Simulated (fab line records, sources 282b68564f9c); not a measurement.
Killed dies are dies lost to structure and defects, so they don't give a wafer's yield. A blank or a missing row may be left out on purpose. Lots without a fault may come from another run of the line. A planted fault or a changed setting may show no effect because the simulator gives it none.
Which tool did it? | flow rit_cmos | 7 lots, 21 wafers sampled, at 2 steps of a route of 202

WHAT THE GAUGES READ, wafer by wafer
RIT_NSD_OVL_MEAS_06.
lot  | measured    | on         | NSD_OVL (nm)
L121 | day 4 07:05 | overlay-01 | -1.9 0.9 -0.9
L124 | day 4 20:27 | overlay-02 | -1.2 -0.9 -1.5
L127 | day 5 02:25 | overlay-02 | -0.2 1.3 1.1
L129 | day 5 12:41 | overlay-02 | 1.8 -1.3 0.3
L132 | day 6 05:17 | overlay-02 | 1.6 0.7 0.7
L136 | day 6 23:57 | overlay-01 | 3.5 1.2 0.4
L139 | day 7 18:19 | overlay-01 | 1.0 1.3 3.2

WHICH TOOL RAN EACH LOT (tool, then ch and the chambers of the sampled wafers, then the start)
lot  | RIT_NSD_EXPOSE_03
L121 | iline_stepper-02 ch 0, day 4 06:38
L124 | iline_stepper-02 ch 0, day 4 20:04
L127 | iline_stepper-01 ch 0, day 5 02:02
L129 | iline_stepper-01 ch 0, day 5 12:18
L132 | iline_stepper-01 ch 0, day 6 04:55
L136 | iline_stepper-01 ch 0, day 6 23:31
L139 | iline_stepper-01 ch 0, day 7 17:55
- RIT_NSD_EXPOSE_03: exposes mask M9, target cd 40700 nm.

THE ANSWER, worked out from the rows above alone
Rule: what is usual is taken from the lots themselves. Put in order of their means at a reading, lots are off if they are a third of the lots or fewer, leave a main group of 4 or more, and stand apart from it by a gap of 3 or more times the standard deviation of the main group's means; of several such gaps the widest counts. A main group whose means are all the same, to the digits that the tables above print for the reading, isn't used. A lot without any number at a reading at which 4 lots or more have one is off too. The other lots that the step has rows for count as sound.
No lot is off at any reading shown: from this, nothing can be told.

WHAT THE SIMULATOR HAD PUT IN
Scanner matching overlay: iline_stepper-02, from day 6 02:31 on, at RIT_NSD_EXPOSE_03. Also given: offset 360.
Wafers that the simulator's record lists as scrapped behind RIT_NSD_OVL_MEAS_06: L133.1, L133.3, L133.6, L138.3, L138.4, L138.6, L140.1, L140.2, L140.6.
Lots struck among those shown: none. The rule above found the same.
